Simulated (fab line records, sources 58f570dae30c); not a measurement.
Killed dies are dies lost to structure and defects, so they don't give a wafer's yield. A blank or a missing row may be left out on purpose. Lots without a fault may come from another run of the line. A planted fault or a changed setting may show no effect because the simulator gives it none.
Which tool did it? | flow berkeley_cmos170 | 13 lots, 39 wafers sampled, at 3 steps of a route of 331

WHAT THE GAUGES READ, wafer by wafer
UCB170_M3_CD_MEAS_90: target cd 700 nm.
lot  | measured     | on        | cd_nm (nm)
L388 | day 7 18:48  | cd_sem-02 | 697.6 699.3 695.9
L389 | day 7 18:51  | cd_sem-01 | 699.1 702.0 699.4
L393 | day 8 12:22  | cd_sem-01 | 704.6 703.4 703.5
L392 | day 8 12:36  | cd_sem-02 | 694.1 698.2 691.4
L391 | day 8 17:53  | cd_sem-01 | 695.7 695.7 697.6
L394 | day 9 11:41  | cd_sem-01 | 694.5 700.3 696.6
L395 | day 9 13:13  | cd_sem-01 | 683.5 699.4 682.8
L403 | day 10 18:34 | cd_sem-02 | 703.1 698.6 701.4
L404 | day 11 05:43 | cd_sem-02 | 700.7 702.4 703.1
L406 | day 11 20:29 | cd_sem-02 | 697.4 701.3 698.6
L407 | day 11 23:46 | cd_sem-02 | 702.3 702.9 703.1
L409 | day 12 16:56 | cd_sem-01 | 703.0 700.3 703.3
L408 | day 12 17:22 | cd_sem-01 | 701.5 701.2 700.0

WHICH TOOL RAN EACH LOT (tool, then ch and the chambers of the sampled wafers, then the start)
lot  | UCB170_M3_METAL_ETCH_18           | UCB170_M3_STRIP_19
L388 | rie_metal-02 ch 0, day 7 18:19    | plasma_asher-02 ch 0,1, day 7 18:42
L389 | rie_metal-01 ch 0,1, day 7 18:34  | plasma_asher-04 ch 0,1, day 7 18:45
L393 | rie_metal-03 ch 0,1, day 8 12:01  | plasma_asher-04 ch 0,1, day 8 12:12
L392 | rie_metal-01 ch 0,1, day 8 12:16  | plasma_asher-01 ch 0,1, day 8 12:26
L391 | rie_metal-03 ch 0, day 8 17:25    | plasma_asher-02 ch 0,1, day 8 17:47
L394 | rie_metal-01 ch 0,1, day 9 11:23  | plasma_asher-01 ch 0,1, day 9 11:34
L395 | rie_metal-01 ch 0,1, day 9 12:55  | plasma_asher-04 ch 0,1, day 9 13:07
L403 | rie_metal-03 ch 0,1, day 10 18:14 | plasma_asher-01 ch 0,1, day 10 18:25
L404 | rie_metal-03 ch 0,1, day 11 05:26 | plasma_asher-01 ch 0, day 11 05:37
L406 | rie_metal-02 ch 0,1, day 11 20:13 | plasma_asher-01 ch 0,1, day 11 20:23
L407 | rie_metal-03 ch 0,1, day 11 23:28 | plasma_asher-02 ch 1, day 11 23:39
L409 | rie_metal-03 ch 0,1, day 12 16:38 | plasma_asher-04 ch 0,1, day 12 16:50
L408 | rie_metal-02 ch 0, day 12 17:03   | plasma_asher-01 ch 0,1, day 12 17:14
- UCB170_M3_METAL_ETCH_18: etches Al in Cl2/BCl3, stops on SiO2, target depth 1170 nm, time 195 s.
- UCB170_M3_STRIP_19: strips in O2.

WHAT THE TOOLS THEMSELVES READ (means of the sampled wafers that have a number; where no wafer has one, the mark that the record gives instead)
UCB170_M3_METAL_ETCH_18.
lot  | tool         | drypump_motor_current_A (A) | mfc_cl2_sccm (sccm) | oes_product_au (a.u.) | rf_fwd_power_W (W) | throttle_valve_pct (%)
L388 | rie_metal-02 | 6.4                         | 89.78               | 0.846                 | 596.2              | 24.25
L389 | rie_metal-01 | 5.5                         | 89.84               | 0.866                 | 599.4              | 24.48
L393 | rie_metal-03 | 5.0                         | 89.80               | 0.848                 | 598.4              | 24.29
L392 | rie_metal-01 | 5.3                         | 89.62               | 0.869                 | 596.4              | 24.59
L391 | rie_metal-03 | 4.7                         | 89.74               | 0.854                 | 602.3              | 24.29
L394 | rie_metal-01 | 5.3                         | 90.13               | 0.870                 | 599.4              | 24.59
L395 | rie_metal-01 | 5.5                         | 90.05               | 0.871                 | 757.7              | 24.49
L403 | rie_metal-03 | 5.1                         | 89.88               | 0.857                 | 597.1              | 24.31
L404 | rie_metal-03 | 5.4                         | 89.82               | 0.862                 | 597.9              | 24.34
L406 | rie_metal-02 | 5.9                         | 89.81               | 0.859                 | 596.3              | 24.36
L407 | rie_metal-03 | 5.1                         | 89.99               | 0.860                 | 597.5              | 24.32
L409 | rie_metal-03 | 5.1                         | 90.00               | 0.848                 | 599.3              | 24.32
L408 | rie_metal-02 | 6.4                         | 89.70               | 0.846                 | 596.6              | 24.26

UCB170_M3_STRIP_19.
lot  | tool            | drypump_motor_current_A (A) | oes_product_au (a.u.)
L388 | plasma_asher-02 | 5.2                         | 0.542
L389 | plasma_asher-04 | 5.8                         | 0.550
L393 | plasma_asher-04 | 5.8                         | 0.552
L392 | plasma_asher-01 | 6.2                         | 0.550
L391 | plasma_asher-02 | 5.4                         | 0.553
L394 | plasma_asher-01 | 6.2                         | 0.555
L395 | plasma_asher-04 | 5.8                         | 0.391
L403 | plasma_asher-01 | 6.3                         | 0.562
L404 | plasma_asher-01 | 6.1                         | 0.553
L406 | plasma_asher-01 | 6.2                         | 0.536
L407 | plasma_asher-02 | 5.7                         | 0.551
L409 | plasma_asher-04 | 5.8                         | 0.546
L408 | plasma_asher-01 | 6.2                         | 0.532

THE ANSWER, worked out from the rows above alone
Rule: what is usual is taken from the lots themselves. Put in order of their means at a reading, lots are off if they are a third of the lots or fewer, leave a main group of 4 or more, and stand apart from it by a gap of 3 or more times the standard deviation of the main group's means; of several such gaps the widest counts. A main group whose means are all the same, to the digits that the tables above print for the reading, isn't used. A lot without any number at a reading at which 4 lots or more have one is off too. The other lots that the step has rows for count as sound. The gauges are gone through in route order, then the tools' own readings, and for those a lot's mean is taken as printed above. The first step at which some lot is off is used, and at that step the reading that is off furthest; a lot without a number counts as furthest.
Off: L395, at UCB170_M3_METAL_ETCH_18 (rf_fwd_power_W). The main group: mean 598.1 W, standard deviation 1.7.
A tool fits if, at that step or a process step before it, it ran every lot that is off, and no sound lot after the first of them. One fits: rie_metal-01 at UCB170_M3_METAL_ETCH_18. Its last sound lot is L394 (day 9 11:23), its first lot that is off L395 (day 9 12:55): a fault that began between those two fits.
The tool's own readings at UCB170_M3_METAL_ETCH_18 bear it out: on the lots that are off they differ by more than 5 times the standard deviation of the sound lots' means. rf_fwd_power_W reads 757.7 W there against 598.1 W on the sound lots.

WHAT THE SIMULATOR HAD PUT IN
Process parameter drift: rie_metal-01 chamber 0, from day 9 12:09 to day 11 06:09, at UCB170_M3_METAL_ETCH_18. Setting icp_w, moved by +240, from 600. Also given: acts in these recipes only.
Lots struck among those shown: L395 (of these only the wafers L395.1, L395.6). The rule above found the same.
